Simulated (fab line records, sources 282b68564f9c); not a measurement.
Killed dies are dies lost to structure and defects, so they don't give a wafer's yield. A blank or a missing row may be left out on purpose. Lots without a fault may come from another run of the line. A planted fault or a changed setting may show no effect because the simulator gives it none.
fab line records | flow rit_cmos
record lots=7 wafers=21 last_day=6
route steps=202 shown NSD@138 PSD@142 SDANNEAL@153
lots that met no fault: from a run of the same line without faults
start_h: hours from the record's first day to the start of the lot's first wafer shown | wait_h: hours since the lot's step before | " the same as in the row above | L1.1+2: a row that stands for several wafers | - no value, or no start given | * or withheld: withheld | < > ~ a bound
route shown NAME@n: a module of which the file shows steps, and the number in the route of the first | usual: mean/standard deviation of fault-free wafers | same: alike in all rows | chamber/n: place in a boat | sites: the reading at each site | _std_site: their standard deviation | _edge_site: outer sites' mean less inner sites' | radius_mm: how far each site lies from the wafer's centre | mask NAME#n: copy n | behind: the tool/chamber that last shaped the wafer | hold: why the lot was held/for how many hours/how that ended | device: the transistor (n, p or np) that didn't switch | end of line: the same wafers' tests at the end of the route | a step without rows: its recipe alone | killed: dies lost to structure and defects at the first sort, not the wafer's yield | map: a wafer's dies, x killed, . not, _ none there
set.NAME: the setting as run; set.NAME@STEP: as run at that earlier step | model.NAME: the simulator's own value behind a step, which no gauge read
lots at some steps of the route; a table a step, a row a wafer
services: from which hour (start_h, from the record's first day; less than 0 if before it) a tool's chamber was out of use, for how many hours, and why
## steps
# step RIT_NSD_HARDBAKE_07
# recipe resist=NOVOLAK temp_c=140 time_s=60
# step RIT_NSD_IMPLANT_08
# recipe species=P energy_kev=25 dose_cm2=1e+15 tilt_deg=7
# step RIT_NSD_STRIP_09
# recipe chemistry=O2 time_s=180 resist=NOVOLAK platen_temp_c=withheld power_w=500 pressure_mtorr=4000 o2_flow_sccm=4000
# usual drypump_motor_current_A=5.76/0.23 o2_flow_sccm=3998/14
# columns lot.wafer tool chamber start_h wait_h drypump_motor_current_A o2_flow_sccm rf_hours_counter_h
L208.1 plasma_asher-01 0 61.97 0.1 5.75 3978 39
L208.4 " 1 " " 6.09 4000 -
L208.5 " 0 " " 5.72 3974 -
L213.1 plasma_asher-03 1 91.20 0.1 5.74 3990 45
L213.3 " 1 " " 5.73 3987 -
L213.4 " 0 " " 5.39 4019 -
L214.4 plasma_asher-02 0 94.86 0.1 5.79 4002 -
L214.5 " 0 " " 5.79 4015 -
L214.6 " 1 " " 6.00 3986 -
L215.1 plasma_asher-03 1 96.68 0.1 5.75 4029 45
L215.4 " 0 " " 5.40 4001 -
L215.5 " 1 " " 5.77 4012 -
L220.1 plasma_asher-01 0 122.43 0.1 5.73 4009 47
L220.4 " 1 " " 6.05 4006 -
L220.6 " 1 " " 6.09 3997 -
L221.2 plasma_asher-03 0 123.89 0.1 5.40 3970 1
L221.4 " 1 " " 5.73 3994 -
L221.6 " 0 " " 5.43 3977 -
L222.2 plasma_asher-01 1 128.85 0.1 6.09 3986 47
L222.4 " 0 " " 5.74 3971 -
L222.6 " 1 " " 6.06 3994 -
# step RIT_NSD_TW_MEAS_10
# usual NSD_TW=3109/20
# columns lot.wafer tool chamber start_h wait_h NSD_TW
L208.1 film_metro-03 - 62.14 0.1 3113
L208.4 " - " " 3081
L208.5 " - " " 3115
L213.1 film_metro-01 - 91.38 0.1 3104
L213.3 " - " " 3081
L213.4 " - " " 3084
L214.4 film_metro-01 - 95.01 0.1 3088
L214.5 " - " " 3094
L214.6 " - " " 3095
L215.1 film_metro-03 - 96.85 0.1 3107
L215.4 " - " " 3109
L215.5 " - " " 3098
L220.1 film_metro-03 - 122.63 0.1 3116
L220.4 " - " " 3107
L220.6 " - " " 3117
L221.2 film_metro-03 - 124.07 0.1 3126
L221.4 " - " " 3119
L221.6 " - " " 3129
L222.2 film_metro-03 - 129.04 0.1 3109
L222.4 " - " " 3119
L222.6 " - " " 3125
# step RIT_PSD_HMDS_00
# recipe prime_time_s=60 prime_temp_c=140
# step RIT_PSD_COAT_01
# recipe resist=NOVOLAK spin_rpm=3250 resist_thk_nm=1000
# step RIT_PSD_SOFTBAKE_02
# recipe resist=NOVOLAK temp_c=90 time_s=60
# step RIT_PSD_EXPOSE_03
# recipe mask_id=M10 na=0.57 target_cd_nm=40900 dose_mj=250
# step RIT_PSD_PEB_04
# recipe resist=NOVOLAK temp_c=withheld time_s=withheld
# step RIT_PSD_DEVELOP_05
# recipe resist=NOVOLAK develop_time_s=50 dev_temp_c=23
# step RIT_PSD_OVL_MEAS_06
# usual PSD_OVL=1.1/1.4
# columns lot.wafer tool chamber start_h wait_h PSD_OVL[nm]
L208.1 overlay-02 - 63.05 - -0.2
L208.4 " - " " 0.7
L208.5 " - " " 3.3
L213.1 overlay-01 - 92.41 - 2.5
L213.3 " - " " 2.1
L213.4 " - " " 1.4
L214.4 overlay-02 - 96.34 - 1.9
L214.5 " - " " 2.9
L214.6 " - " " 3.1
L215.1 overlay-02 - 97.97 - 0.3
L215.4 " - " " 0.3
L215.5 " - " " 1.7
L220.1 overlay-02 - 123.66 - 4.4
L220.4 " - " " 2.3
L220.6 " - " " 0.1
L221.2 overlay-01 - 125.10 - 0.0
L221.4 " - " " 0.3
L221.6 " - " " 0.8
L222.2 overlay-02 - 130.07 - 3.1
L222.4 " - " " 3.6
L222.6 " - " " 5.2
# step RIT_PSD_HARDBAKE_07
# recipe resist=NOVOLAK temp_c=140 time_s=60
# step RIT_PSD_IMPLANT_08
# recipe species=BF2 energy_kev=27 dose_cm2=5e+15 tilt_deg=7
# usual implant_ion_amu=49/0
# columns lot.wafer tool chamber start_h wait_h implant_ion_amu model.implant.drp_nm model.implant.rp_nm
L208.1 implanter-02 0 63.24 0.1 49 12.05 21.79
L208.4 " 0 " " 49 12.05 21.79
L208.5 " 0 " " 49 12.05 21.79
L213.1 implanter-04 0 92.60 0.1 49 12.05 22.65
L213.3 " 0 " " 49 12.05 22.65
L213.4 " 0 " " 49 12.05 22.65
L214.4 implanter-04 0 96.62 0.1 49 12.05 22.05
L214.5 " 0 " " 49 12.05 22.05
L214.6 " 0 " " 49 12.05 22.05
L215.1 implanter-03 0 98.15 0.1 49 12.05 21.98
L215.4 " 0 " " 49 12.05 21.98
L215.5 " 0 " " 49 12.05 21.98
L220.1 implanter-04 0 123.85 0.1 75 8.906 20.38
L220.4 " 0 " " 75 8.906 20.38
L220.6 " 0 " " 75 8.906 20.38
L221.2 implanter-03 0 125.31 0.1 75 8.906 19.67
L221.4 " 0 " " 75 8.906 19.67
L221.6 " 0 " " 75 8.906 19.67
L222.2 implanter-03 0 130.27 0.1 75 8.906 19.62
L222.4 " 0 " " 75 8.906 19.62
L222.6 " 0 " " 75 8.906 19.62
# step RIT_PSD_STRIP_09
# recipe chemistry=O2 time_s=180 resist=NOVOLAK platen_temp_c=withheld power_w=500 pressure_mtorr=4000 o2_flow_sccm=4000
# usual drypump_motor_current_A=5.71/0.27 o2_flow_sccm=3998/13
# columns lot.wafer tool chamber start_h wait_h drypump_motor_current_A o2_flow_sccm rf_hours_counter_h
L208.1 plasma_asher-03 0 63.39 0.1 5.39 4005 41
L208.4 " 0 " " 5.36 4011 -
L208.5 " 0 " " 5.38 4023 -
L213.1 plasma_asher-03 0 92.75 0.1 5.41 3982 45
L213.3 " 0 " " 5.39 3976 -
L213.4 " 1 " " 5.74 3981 -
L214.4 plasma_asher-01 1 96.75 0.1 6.10 4002 -
L214.5 " 1 " " 6.11 3997 -
L214.6 " 0 " " 5.75 3993 -
L215.1 plasma_asher-04 1 98.30 0.1 5.80 3988 46
L215.4 " 0 " " 5.20 3989 -
L215.5 " 1 " " 5.78 4011 -
L220.1 plasma_asher-04 0 124.00 0.1 5.25 4009 49
L220.4 " 1 " " 5.79 4005 -
L220.6 " 1 " " 5.77 4012 -
L221.2 plasma_asher-03 1 125.43 0.1 5.74 3980 1
L221.4 " 0 " " 5.38 4004 -
L221.6 " 0 " " 5.40 3996 -
L222.2 plasma_asher-01 1 130.40 0.1 6.06 3990 48
L222.4 " 0 " " 5.73 4006 -
L222.6 " 1 " " 6.05 3997 -
# step RIT_PSD_TW_MEAS_10
# usual PSD_TW=3414/18
# columns lot.wafer tool chamber start_h wait_h PSD_TW
L208.1 film_metro-03 - 63.56 0.1 3398
L208.4 " - " " 3419
L208.5 " - " " 3410
L213.1 film_metro-03 - 92.93 0.1 3436
L213.3 " - " " 3445
L213.4 " - " " 3455
L214.4 film_metro-01 - 96.90 0.1 3407
L214.5 " - " " 3405
L214.6 " - " " 3381
L215.1 film_metro-02 - 98.48 0.1 3446
L215.4 " - " " 3443
L215.5 " - " " 3420
L220.1 film_metro-01 - 124.17 0.1 3438
L220.4 " - " " 3467
L220.6 " - " " 3448
L221.2 film_metro-02 - 125.62 0.1 3478
L221.4 " - " " 3461
L221.6 " - " " 3463
L222.2 film_metro-02 - 130.58 0.1 3479
L222.4 " - " " 3484
L222.6 " - " " 3492
# step RIT_SDANNEAL_CLEAN_00
# recipe chemistry=SC1 mix=3:3:50 time_s=600 temp_c=75
# step RIT_SDANNEAL_CLEAN_01
# recipe chemistry=dHF dilution=50:1 time_s=30
# step RIT_SDANNEAL_CLEAN_02
# recipe chemistry=SC2 mix=3:3:50 time_s=600 temp_c=75 dry=n2_spin
# step RIT_SDANNEAL_RTA_03
# recipe temp_c=1050 time_s=5 idle_temp_c=600 ramp_up_c_per_s=342 ramp_down_c_per_s=171 cool_to_c=600 ambient=N2
# usual wafer_temp_C_max=1053.6/1.3
# columns lot.wafer tool chamber start_h wait_h wafer_temp_C_max
L208.1 rtp_anneal-01 0 64.01 0.0 1054.2
L208.4 " 0 " " 1052.4
L208.5 " 0 " " 1055.4
L213.1 rtp_anneal-02 0 93.37 0.0 1053.2
L213.3 " 0 " " 1051.6
L213.4 " 0 " " 1054.5
L214.4 rtp_anneal-01 0 97.34 0.0 1052.2
L214.5 " 0 " " 1053.6
L214.6 " 0 " " 1052.2
L215.1 rtp_anneal-02 0 98.90 0.0 1052.2
L215.4 " 0 " " 1055.0
L215.5 " 0 " " 1052.3
L220.1 rtp_anneal-01 0 124.62 0.0 1052.9
L220.4 " 0 " " 1056.4
L220.6 " 0 " " 1052.4
L221.2 rtp_anneal-02 0 126.06 0.0 1054.9
L221.4 " 0 " " 1052.7
L221.6 " 0 " " 1053.9
L222.2 rtp_anneal-01 0 131.08 0.0 1054.2
L222.4 " 0 " " 1054.1
L222.6 " 0 " " 1052.9
# step RIT_SDANNEAL_RS_MEAS_04
# recipe thk_meas_gauge=four-point-probe
# usual PSD_RS=116.09/0.29
# columns lot.wafer tool chamber start_h wait_h PSD_RS[ohm/sq]
L208.1 film_metro-02 - 64.06 0.0 115.41
L208.4 " - " " 115.48
L208.5 " - " " 115.73
L213.1 film_metro-01 - 93.43 0.0 116.73
L213.3 " - " " 116.35
L213.4 " - " " 116.64
L214.4 film_metro-01 - 97.43 0.1 116.26
L214.5 " - " " 116.44
L214.6 " - " " 116.12
L215.1 film_metro-02 - 98.96 0.0 115.75
L215.4 " - " " 115.54
L215.5 " - " " 116.01
L220.1 film_metro-01 - 124.67 0.0 50.74
L220.4 " - " " 50.69
L220.6 " - " " 50.64
L221.2 film_metro-01 - 126.13 0.1 50.62
L221.4 " - " " 50.66
L221.6 " - " " 50.62
L222.2 film_metro-03 - 131.15 0.1 50.43
L222.4 " - " " 50.66
L222.6 " - " " 50.61
# step RIT_SDANNEAL_RS_MEAS_05
# recipe thk_meas_gauge=four-point-probe
# usual NSD_RS=84.7/0.34
# columns lot.wafer tool chamber start_h wait_h NSD_RS[ohm/sq]
L208.1 film_metro-02 - 64.18 0.1 84.7
L208.4 " - " " 84.8
L208.5 " - " " 84.4
L213.1 film_metro-01 - 93.55 0.1 84.4
L213.3 " - " " 84.8
L213.4 " - " " 84.7
L214.4 film_metro-01 - 97.55 0.1 84.7
L214.5 " - " " 85.0
L214.6 " - " " 84.6
L215.1 film_metro-02 - 99.08 0.1 84.5
L215.4 " - " " 84.3
L215.5 " - " " 84.6
L220.1 film_metro-01 - 124.79 0.1 84.9
L220.4 " - " " 85.6
L220.6 " - " " 85.3
L221.2 film_metro-01 - 126.25 0.1 84.7
L221.4 " - " " 84.6
L221.6 " - " " 84.5
L222.2 film_metro-03 - 131.27 0.1 84.4
L222.4 " - " " 85.0
L222.6 " - " " 84.7
## services
# columns tool chamber start_h hours kind
implanter-03 - 50.66 3.6 pm
implanter-02 - 57.82 3.9 pm
plasma_asher-02 - 58.08 9.8 repair
plasma_asher-02 - 67.84 9.9 pm
implanter-03 - 77.11 3.3 repair
plasma_asher-04 - 94.35 2.1 repair
plasma_asher-04 - 100.74 0.8 repair
plasma_asher-03 - 108.75 9.0 pm
plasma_asher-03 0 108.75 9.0 vent_cycle
plasma_asher-03 1 108.75 9.0 vent_cycle
plasma_asher-03 0 117.75 - clean
plasma_asher-03 1 117.75 - clean
## key
first_sign step=RIT_PSD_IMPLANT_08 reading=implant_ion_amu direction=up sigmas=99+ usual=49 struck=75
effect step=RIT_PSD_TW_MEAS_10 reading=PSD_TW direction=up sigmas=2.9 usual=3414 struck=3468
effect step=RIT_SDANNEAL_RS_MEAS_04 reading=PSD_RS direction=down sigmas=99+ usual=116.09 struck=50.63
model_effect step=RIT_PSD_IMPLANT_08 value=implant.drp_nm without=12.05 struck=8.906
met_at RIT_PSD_IMPLANT_08
struck_wafers L220.1,L220.4,L220.6,L221.2,L221.4,L221.6,L222.2,L222.4,L222.6
sort_left_out L220.1,L220.4,L220.6,L221.2,L221.4,L221.6,L222.2,L222.4,L222.6
tester_left_out L220,L221,L222
onset_between 98.15 123.85
fault kind=wrong_recipe_download tool=implanter-02,implanter-03,implanter-04 chamber=- onset_h=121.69 steps=RIT_PSD_IMPLANT_08 wrong_recipe.not_listed=1
# tester_left_out: of these lots the tester's yield and bins aren't shown, on N5 and GAA mostly nor the transistor test; their killed dies are dies lost to structure and defects alone, not to doping, threshold or leakage, so they don't give the yield
# sort_left_out: the simulated sort isn't trusted on such a fault, so these wafers' sort isn't shown, and their yield isn't known
